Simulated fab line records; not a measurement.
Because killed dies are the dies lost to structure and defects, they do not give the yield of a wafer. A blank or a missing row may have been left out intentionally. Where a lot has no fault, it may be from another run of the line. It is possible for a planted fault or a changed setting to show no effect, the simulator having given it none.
Chamber matching | flow berkeleyCmos170 | UCB170_V1_CVD_00 on pecvd-03 has 3 sister chambers
The step deposits SiO2 from TEOS/O2, target thk 2000 nm, time 250 s. 3 wafers are shown with their chamber, then 9 later ones without.

== WAFERS PAIRED WITH THEIR CHAMBERS ==
wafer  | chamber | heaterPowerW (W)
L089.4 | 0       | 300
L089.5 | 1       | 305
L089.6 | 2       | 281

== WAFERS MISSING THEIR CHAMBER ==
wafer  | heaterPowerW (W)
L091.3 | 288
L091.4 | 218
L091.5 | 211
L093.1 | 203
L093.2 | 246
L093.5 | 293
L097.1 | 247
L097.2 | 268
L097.6 | 217

== THE CHAMBER EACH PASSED THROUGH ==
wafer  | from the rows above          | in truth
L091.3 | can't be placed: 2 or 0 or 1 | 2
L091.4 | can't be placed: 2 or 0 or 1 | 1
L091.5 | can't be placed: 2 or 0 or 1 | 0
L093.1 | can't be placed: 2 or 0 or 1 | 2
L093.2 | can't be placed: 2 or 0 or 1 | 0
L093.5 | can't be placed: 0 or 1 or 2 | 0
L097.1 | can't be placed: 2 or 0 or 1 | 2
L097.2 | can't be placed: 2 or 0 or 1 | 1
L097.6 | can't be placed: 2 or 0 or 1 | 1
0 of 9 placed correctly. Can't be placed from these rows: 9 (the true chamber is among the candidates in 9). Number placed wrongly: 0.
How it was worked out, from the rows above alone: a wafer's distance from a chamber is the root of the sum, over the readings, of the square of ((its reading less the chamber's mean) divided by the reading's scatter). The wafer belongs to the nearest chamber; if the next one is less than 2 further off, it can't be placed. Each chamber's mean is taken over the wafers shown for it. The scatter: with one shown wafer a chamber, the root of the mean of the squares of how far each hidden wafer lies from its nearest shown one.
